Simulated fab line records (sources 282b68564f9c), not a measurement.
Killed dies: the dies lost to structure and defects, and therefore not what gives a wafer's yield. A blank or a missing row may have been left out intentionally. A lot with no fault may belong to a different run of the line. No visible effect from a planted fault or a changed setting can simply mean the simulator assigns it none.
A lot that was struck, set against a sound lot | flow rit_cmos | 30 steps out of a route of 202
Sound: wafers L372.1, L372.2, L372.3. Wafers struck: L384.2, L384.4, L384.6. At the end, the cause is stated.
Per side, at each step with rows, come the tool, then ch with its chambers, and then its first start. Under that, the readings that differ: sound wafers | struck wafers | difference of the means | sigmas: that difference in standard deviations of wafers without a fault.
alike: a reading whose means differ by less than 2 such deviations, as well as words and numbers matching on both sides. not compared: withheld readings; readings where some wafer has no value; bounds like >300 that might hide an equal value; numbers whose values overlap and for which the record gives no deviation.
Wherever a step has rows on one side only, a row that says differs or no value, or a row with sigmas, the two part there. Non-overlapping numbers with no deviation appear without sigmas and do not part them. A reading missing from all wafers of one side parts the sides only when that side holds two or more wafers.

first, 6 steps without rows for these wafers: RIT_SDANNEAL_RTA_03 (time 5 s); RIT_SILICIDE_WET_ETCH_00 (etches SiO2 in BOE, target depth 14 nm, time 15 s); RIT_SILICIDE_SPUTTER_01 (material Ti, target thk 30 nm, time 240 s); RIT_SILICIDE_RTA_04 (time 10 s, ramp up 5 s, ramp down 5 s); RIT_SILICIDE_WET_ETCH_05 (etches Ti in SPM, time 120 s); RIT_SILICIDE_RTA_06 (time 10 s, ramp up 5 s, ramp down 10 s).
RIT_CONTACT_CVD_00: deposits SiO2 from TEOS, target thk 400 nm, time 61 s.
  sound on pecvd-03 ch 0,1,2, day 4 04:26; struck on pecvd-03 ch 0,1, day 6 12:11
  reading                                  | sound             | struck            | difference | sigmas
  rf_fwd_power_W (W)                       | 395.0 398.9 395.2 | 557.1 555.6 558.6 | +160.7     | +99 or more
  model.SiO2_of_CONTACT_CVD_00.thk_nm (nm) | 393 391.8 397.9   | 441.5 444.5 443.9 | +49.1      |
  alike: heater_power_w
RIT_CONTACT_THK_MEAS_01:
  struck on film_metro-04, day 6 12:17; sound on film_metro-04, day 4 04:29
  reading               | sound       | struck      | difference | sigmas
  CONTACT_TEOS_THK (nm) | 394 391 398 | 442 444 444 | +49        | +10
then, 7 steps without rows for these wafers: RIT_CONTACT_HMDS_02 (prime time 60 s); RIT_CONTACT_COAT_03 (resist thk 1000 nm); RIT_CONTACT_SOFTBAKE_04 (time 60 s); RIT_CONTACT_EXPOSE_05 (exposes mask M11, target cd 1000 nm); RIT_CONTACT_PEB_06; RIT_CONTACT_DEVELOP_07 (develop time 120 s); RIT_CONTACT_HARDBAKE_10 (time 60 s).
RIT_CONTACT_ETCH_11: etches SiO2 in CHF3/CF4/Ar, stops on TiSi2, target depth 480 nm, time 320 s.
  sound on rie_diel-01 ch 0,1,3, day 4 05:49; struck on rie_diel-03 ch 0,3, day 6 13:44
  reading                             | sound           | struck            | difference | sigmas
  model.etch.depth_nm (nm)            | 393 391.8 397.9 | 441.5 444.5 443.9 | +49.1      |
  model.CONTACT.feature_depth_nm (nm) | 393 391.8 397.9 | 441.5 444.5 443.9 | +49.1      |
  alike: cf4_flow_sccm, drypump_motor_current_A, oes_product_au, throttle_valve_pct
  not compared: rf_hours_counter_h
then, 11 steps without rows for these wafers: RIT_CONTACT_STRIP_12 (strips in O2, time 180 s); RIT_CONTACT_CLEAN_13 (cleans in SC1, time 600 s); RIT_CONTACT_CLEAN_14 (cleans in SC2, time 600 s); RIT_M1_SPUTTER_00 (material Al, target thk 400 nm, time 500 s); RIT_M1_HMDS_03 (prime time 60 s); RIT_M1_COAT_04 (resist thk 1300 nm); RIT_M1_SOFTBAKE_05 (time 60 s); RIT_M1_EXPOSE_06 (exposes mask M12, target cd 2600 nm); RIT_M1_PEB_07; RIT_M1_DEVELOP_08 (develop time 68 s); RIT_M1_HARDBAKE_11 (time 120 s).
RIT_M1_METAL_ETCH_12: etches Al in Cl2/BCl3, stops on SiO2, time 165 s, target depth 600 nm.
  sound on rie_metal-02 ch 1, day 4 08:32; struck on rie_metal-04 ch 0,1, day 6 16:34
  reading                                  | sound             | struck         | difference | sigmas
  he_backside_leak_sccm (sccm)             | 3.59 3.39 3.69    | 3.17 3.03 3.26 | -0.40      | -2
  model.SiO2_of_CONTACT_CVD_00.thk_nm (nm) | 356.6 355.5 361.5 | 406.1 409 407  | +49.5      |
  alike: drypump_motor_current_A, oes_product_au, throttle_valve_pct
  not compared: rf_hours_counter_h
then, 1 step without rows for these wafers: RIT_M1_STRIP_13 (strips in nmp, time 600 s).
RIT_M1_PROBE_99:
  struck on prober-02, day 6 18:53; sound on prober-02, day 4 10:57
  reading                                    | sound                     | struck                        | difference | sigmas
  model.etest.field_p_metal.vt_v (V)         | -28.41 -28.22 -28.79      | -33.97 -33.5 -34.1            | -5.38      |
  model.etest.antenna_contact.vt_shift_v (V) | -0.01395 -0.01666 -0.0114 | -0.003605 -0.005523 -0.008026 | +0.008285  |
  alike: killed_at_contacts, killed_at_front_end, killed_dies, killed_open, killed_short

## WHERE THEY PART
First at RIT_CONTACT_CVD_00; last, within this record, at RIT_M1_METAL_ETCH_12. Later steps at which nothing parts them and some readings are alike: RIT_M1_PROBE_99.

WHY: whatever the simulator had introduced
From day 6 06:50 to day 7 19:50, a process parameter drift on pecvd-03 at RIT_CONTACT_CVD_00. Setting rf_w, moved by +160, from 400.
